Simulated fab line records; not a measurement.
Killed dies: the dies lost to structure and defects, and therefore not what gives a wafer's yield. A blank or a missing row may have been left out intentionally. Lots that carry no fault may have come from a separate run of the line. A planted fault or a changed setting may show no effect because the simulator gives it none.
Which tool was responsible?    flow berkeleyCmos170    14 lots, 42 wafers sampled, at 5 steps of a route of 331

WHAT EACH GAUGE READ, for each wafer
UCB170_START_BOW_MEAS_00. Usual: INCOMING_BOW typically reads 1 um, with standard deviation 6.3.
lot   measured     on            INCOMING_BOW (um)  flag
L670  day 1 15:01  filmMetro-03  -8 6 5             
L671  day 1 20:02  filmMetro-04  13 -7 3            
L672  day 2 01:00  filmMetro-04  0 9 -2             
L673  day 2 06:01  filmMetro-02  1 3 4              
L675  day 2 16:00  filmMetro-04  -4 -3 -3           
L676  day 2 21:01  filmMetro-04  -6 -11 -2          
L677  day 3 02:02  filmMetro-02  3 0 5              
L678  day 3 07:00  filmMetro-03  2 1 16             
L681  day 3 22:01  filmMetro-04  -2 -6 -3           
L682  day 4 03:00  filmMetro-04  11 -5 8            
L683  day 4 08:00  filmMetro-02  -4 4 -15           
L686  day 4 23:00  filmMetro-04  1 8 -7             
L687  day 5 04:00  filmMetro-03  10 5 5             
L692  day 6 05:00  filmMetro-03  -8 4 -9            

UCB170_ACTIVE_CD_MEAS_13: the cd target is 1200 nm. Usual: cdNm 1199.5 nm, standard deviation 1.2.
lot   measured     on        cdNm (nm)             flag
L670  day 5 16:59  cdSem-02  1197.4 1198.6 1199.4  
L671  day 5 06:13  cdSem-01  1202.3 1201.4 1202.3  
L672  day 5 17:11  cdSem-01  1200.7 1200.2 1199.5  
L673  day 5 17:11  cdSem-02  1201.5 1200.7 1200.1  
L675  day 6 01:29  cdSem-02  1201.5 1198.7 1198.6  
L676  day 6 08:07  cdSem-02  1198.3 1198.5 1197.6  
L677  day 6 08:25  cdSem-02  1198.7 1198.6 1199.4  
L678  day 6 18:59  cdSem-02  1200.9 1199.9 1200.2  
L681  day 7 02:11  cdSem-01  1197.4 1198.4 1197.9  
L682  day 7 01:34  cdSem-02  1199.1 1200.1 1198.9  
L683  day 8 03:16  cdSem-02  1198.5 1199.1 1199.7  
L686  day 8 07:58  cdSem-01  1198.7 1200.1 1200.1  
L687  day 8 14:26  cdSem-01  1197.7 1199.0 1198.5  
L692  day 9 22:44  cdSem-02  1200.2 1200.7 1201.4  

UCB170_V2_THK_MEAS_01. Usual: V2_TEOS_THK typically reads 1995 nm, with standard deviation 34.
lot   measured      on            V2_TEOS_THK (nm)               flag
L670  day 9 13:44   filmMetro-02  1979 1954 2088                 
L671  day 9 02:35   filmMetro-04  1958 2010 1994                 
L672  day 9 15:07   filmMetro-04  1938 1962 1994                 
L673  day 9 12:08   filmMetro-04  1970 1979 2010                 
L675  day 9 22:47   filmMetro-01  2013 1967 1991                 
L676  day 9 23:05   filmMetro-04  1960 1983 1988                 
L677  day 10 07:08  filmMetro-04  1981 1971 1983                 
L678  day 10 12:56  filmMetro-04  1967 2008 1994                 
L681  day 11 04:12  filmMetro-04  1955 2050 1982                 
L682  day 11 04:37  filmMetro-04  2019 1979 1966                 
L683  day 12 03:14  filmMetro-01  1855 1900 1863 1858 1899 1862  OFF
L686  day 12 23:29  filmMetro-01  1804 1821 1834 1805 1819 1833  OFF
L687  day 12 23:44  filmMetro-04  1993 2055 2067                 
L692  day 14 20:59  filmMetro-02  1948 1966 1990                 

UCB170_M3_BOW_MEAS_20. Usual: M3_BOW typically reads 36 um, with standard deviation 6.9.
lot   measured      on            M3_BOW (um)  flag
L670  day 9 20:55   filmMetro-04  28 42 42     
L671  day 9 07:46   filmMetro-02  47 27 37     
L672  day 9 22:18   filmMetro-03  35 43 33     
L673  day 9 17:38   filmMetro-02  38 40 41     
L675  day 10 04:51  filmMetro-02  34 34 35     
L676  day 10 05:14  filmMetro-03  25 22 30     
L677  day 10 14:08  filmMetro-03  34 31 36     
L678  day 10 17:40  filmMetro-04  43 41 57     
L681  day 11 11:34  filmMetro-03  34 30 34     
L682  day 11 11:52  filmMetro-02  46 31 43     
L683  day 12 09:11  filmMetro-04  36 44 23     
L686  day 13 08:17  filmMetro-04  36 43 28     
L687  day 13 06:35  filmMetro-04  43 38 36     
L692  day 15 02:49  filmMetro-02  32 45 30     

TOOL THAT RAN EACH LOT (tool first, then ch and the chambers of the sampled wafers, then the start)
lot   UCB170_V2_CVD_00
L670  pecvd-02 ch 0,1,2, day 9 13:35
L671  pecvd-01 ch 0,1,2, day 9 02:24
L672  pecvd-01 ch 0,2, day 9 14:58
L673  pecvd-01 ch 0,2, day 9 11:58
L675  pecvd-01 ch 0,1,2, day 9 22:38
L676  pecvd-02 ch 1,2, day 9 22:55
L677  pecvd-03 ch 0,1,2, day 10 06:58
L678  pecvd-01 ch 0,1, day 10 12:47
L681  pecvd-02 ch 0,1,2, day 11 04:02
L682  pecvd-01 ch 0,1,2, day 11 04:28
L683  pecvd-01 ch 1,2, day 12 03:05
L686  pecvd-01 ch 0,1,2, day 12 23:20
L687  pecvd-02 ch 0,2, day 12 23:34
L692  pecvd-03 ch 0,1, day 14 20:50
- UCB170_V2_CVD_00: deposits SiO2 from TEOS/O2, target thk 2000 nm, time 250 s.

WHAT THE TOOLS THEMSELVES READ (means of the sampled wafers that have a number; where no wafer has one, the mark that the record gives instead)
UCB170_V2_CVD_00. Usual: heaterPowerW 267 W, standard deviation 79.
lot   tool      heaterPowerW (W)  flag
L670  pecvd-02  231               
L671  pecvd-01  231               
L672  pecvd-01  306               
L673  pecvd-01  352               
L675  pecvd-01  308               
L676  pecvd-02  251               
L677  pecvd-03  298               
L678  pecvd-01  338               
L681  pecvd-02  215               
L682  pecvd-01  291               
L683  pecvd-01  241               
L686  pecvd-01  266               
L687  pecvd-02  241               
L692  pecvd-03  308               

THE ANSWER, worked out from the rows above alone
Rule: lot off if the mean of its wafers having a number is beyond 3 standard deviations from the usual mean. A lot without any number at a reading at which 4 lots or more have one is off too. The other lots that the step has rows for count as sound. Order of review: gauges by route order, followed by the tools' own readings, for which a lot's mean as printed above is used. The first step at which some lot is off is used, and at that step the reading that is off furthest; a lot without a number counts as furthest.
Off: at UCB170_V2_THK_MEAS_01 (V2_TEOS_THK), L683, L686.
If a tool, at a process step before that reading, ran all the lots that are off and no sound lot after the first of them, it fits. The gauges at UCB170_V2_THK_MEAS_01 are tried like those tools. Undecided on this evidence; 2 tools fit (pecvd-01 at UCB170_V2_CVD_00, filmMetro-01 at UCB170_V2_THK_MEAS_01).

WHAT THE SIMULATOR HAD INSERTED
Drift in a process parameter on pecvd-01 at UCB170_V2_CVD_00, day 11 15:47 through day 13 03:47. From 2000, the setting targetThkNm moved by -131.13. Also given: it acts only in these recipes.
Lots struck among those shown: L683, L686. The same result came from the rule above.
